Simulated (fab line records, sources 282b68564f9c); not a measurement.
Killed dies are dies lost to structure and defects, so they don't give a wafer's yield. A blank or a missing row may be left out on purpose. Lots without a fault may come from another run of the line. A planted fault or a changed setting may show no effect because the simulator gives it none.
Which tool did it? | flow rit_cmos | 14 lots, 42 wafers sampled, at 2 steps of a route of 202

WHAT THE GAUGES READ, wafer by wafer
RIT_NRETRO_OVL_MEAS_06. Usual: NRETRO_OVL -0.3 nm, standard deviation 1.5.
lot  | measured    | on         | NRETRO_OVL (nm) | flag
L524 | day 2 13:10 | overlay-02 | -0.9 -2.1 1.4   |
L525 | day 2 18:38 | overlay-02 | -2.1 -1.8 -1.0  |
L527 | day 3 02:28 | overlay-02 | 0.3 -3.1 -2.2   |
L528 | day 3 09:01 | overlay-02 | -0.1 0.8 0.7    |
L529 | day 3 14:00 | overlay-01 | 1.5 2.0 0.9     |
L531 | day 3 22:54 | overlay-02 | 0.4 -1.0 -1.3   |
L532 | day 4 03:13 | overlay-02 | -0.6 -0.6 0.2   |
L533 | day 4 10:57 | overlay-02 | -2.1 0.5 -0.3   |
L534 | day 4 16:10 | overlay-01 | 0.6 -0.4 -0.8   |
L540 | day 5 20:53 | overlay-01 | 0.3 0.3 0.0     |
L541 | day 6 04:05 | overlay-01 | 1.8 1.4 1.6     |
L542 | day 6 08:23 | overlay-01 | 0.0 0.5 2.4     |
L545 | day 6 21:47 | overlay-02 | -2.9 -2.6 -4.6  |
L546 | day 7 02:46 | overlay-01 | 1.7 1.8 0.6     |

RIT_SPACER_THK_MEAS_04. Usual: SPACER_NITRIDE_THK 248.9 nm, standard deviation 2.4.
lot  | measured    | on            | SPACER_NITRIDE_THK (nm) | flag
L524 | day 3 07:19 | film_metro-04 | 251.1 249.2 250.5       |
L525 | day 3 13:10 | film_metro-01 | 247.6 245.4 245.0       |
L527 | day 3 23:34 | film_metro-04 | 251.1 249.4 250.3       |
L528 | day 4 01:38 | film_metro-02 | 245.1 245.0 245.8       |
L529 | day 4 10:39 | film_metro-04 | 248.9 248.8 249.9       |
L531 | day 4 19:52 | film_metro-02 | 251.6 248.8 251.4       |
L532 | day 4 22:25 | film_metro-01 | 247.0 247.8 247.8       |
L533 | day 5 05:11 | film_metro-01 | 246.5 248.3 247.3       |
L534 | day 5 10:46 | film_metro-04 | 251.8 249.5 249.9       |
L540 | day 6 15:49 | film_metro-02 | 250.9 248.2 249.4       |
L541 | day 6 21:31 | film_metro-02 | 244.9 247.3 247.4       |
L542 | day 7 01:49 | film_metro-02 | 252.7 256.7 251.6       |
L545 | day 7 16:50 | film_metro-01 | 245.9 248.4 246.6       |
L546 | day 7 18:32 | film_metro-04 | 246.2 247.1 246.5       |

WHICH TOOL RAN EACH LOT (tool, then ch and the chambers of the sampled wafers, then the start)
The record holds no process step before these readings.

WHAT THE TOOLS THEMSELVES READ (means of the sampled wafers that have a number; where no wafer has one, the mark that the record gives instead)
The record holds no such reading with a usual standard deviation.

THE ANSWER, worked out from the rows above alone
Rule: a lot is off if the mean of its wafers that have a number lies more than 3 standard deviations from the usual mean. A lot without any number at a reading at which 4 lots or more have one is off too. The other lots that the step has rows for count as sound. The gauges are gone through in route order, then the tools' own readings, and for those a lot's mean is taken as printed above. The first step at which some lot is off is used, and at that step the reading that is off furthest; a lot without a number counts as furthest.
No lot is off at any reading shown: from this, nothing can be told.

WHAT THE SIMULATOR HAD PUT IN
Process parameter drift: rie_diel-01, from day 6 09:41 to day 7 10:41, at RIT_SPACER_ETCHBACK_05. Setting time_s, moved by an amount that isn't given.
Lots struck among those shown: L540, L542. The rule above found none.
